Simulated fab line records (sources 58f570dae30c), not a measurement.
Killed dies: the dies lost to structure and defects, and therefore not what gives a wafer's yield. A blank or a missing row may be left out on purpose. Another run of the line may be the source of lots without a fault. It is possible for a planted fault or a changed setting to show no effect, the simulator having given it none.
Problem report in the 8D (eight disciplines) form, filled by code | flow berkeley-cmos170 | the parts of the form that need people (team, actions taken, sign-off) are left out

## 1. WHAT IS WRONG
Wafers free of any fault read 26.4 ohm/sq (standard deviation 0.39) for SILICIDE_TI_RS at UCB170_SILICIDE_RS_MEAS_02, against a mean of 32.9 ohm/sq on 2 wafers of 2 lots. That is +17 standard deviations from the usual mean.
The step: measures by four-point-probe.
First seen on wafer L436.5, day 7 22:07, on film-metro-04. The record holds 38 wafers of 14 lots with a number at this step. Rule for "out", or "out of limits": more than 4 standard deviations from the usual mean. Any other wafer with a number is counted as sound.

## 2. WHAT THIS IS AND IS NOT
question                    | is                           | is not
which readings at this step | SILICIDE_TI_RS               | -
which lots                  | L436, L438                   | L430, L431, L434, L435, L439, L442, L446, L448, L449, L451, L452, L453
which wafers of those lots  | all that have a number       | -
read on which gauges        | film-metro-01, film-metro-04 | film-metro-03
when                        | from day 7 22:07             | up to then (12 sound wafers); but 24 sound wafers of L439, L442, L446, L448, L449, L451, L452, L453 came after

## 3. WHAT RULES OUT EACH SUSPECT
Counting: a tool at any process step up to the reading remains a suspect when it ran all the lots that are out and ran no sound lot after the first of those.
- the gauge at UCB170_SILICIDE_RS_MEAS_02 has been ruled out. 2 gauges (film-metro-01, film-metro-04) read the wafers that are out.
- pvd-sputter-02 at UCB170_SILICIDE_SPUTTER_01 (material Ti, target thk 30 nm, time 25 s): ruled out as a lasting fault. Following L436 (day 7 22:02), the first lot on it that is out, the sound lots L452 were run on it.
Left after counting: nothing in the record.

## 4. THE CAUSE (what the simulator had put in)
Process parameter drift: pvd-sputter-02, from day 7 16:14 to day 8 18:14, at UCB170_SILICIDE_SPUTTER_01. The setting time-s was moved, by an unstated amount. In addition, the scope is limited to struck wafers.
Counting ruled it out, wrongly: the rule takes a fault to strike every lot that its tool runs from its start on, and this one did not.

## 5. SEQUENCE OF EFFECTS, ordered by route
Each row: a reading where the mean over the struck wafers with a number is more than 3 standard deviations away from the usual. Only readings whose record carries a usual standard deviation are examined. hours: median over the lots of the time between each lot's start at the first step of this table that gives one and its start at this step. sigmas: the change, counted in usual standard deviations.
hours | step                        | reading         | usual       | on struck wafers | change | sigmas
0     | UCB170_SILICIDE_RS_MEAS_02  | SILICIDE_TI_RS  | 26.4 ohm/sq | 32.9             | +6.5   | +17
6     | UCB170_SILICIDE_THK_MEAS_03 | SILICIDE_TI_THK | 29.8 nm     | 24.8             | -5.1   | -12

## 6. HOW IT WOULD HAVE BEEN CAUGHT EARLIER
6 hours passed between the start of the fault at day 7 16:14 and the first reading out of limits at a measuring or inspecting step in this record, taken at day 7 22:07.
An alarm limit of 4 standard deviations would not have fired on the tool readings at UCB170_SILICIDE_SPUTTER_01 for which the record gives a usual standard deviation, since none of them was out on any struck wafer.
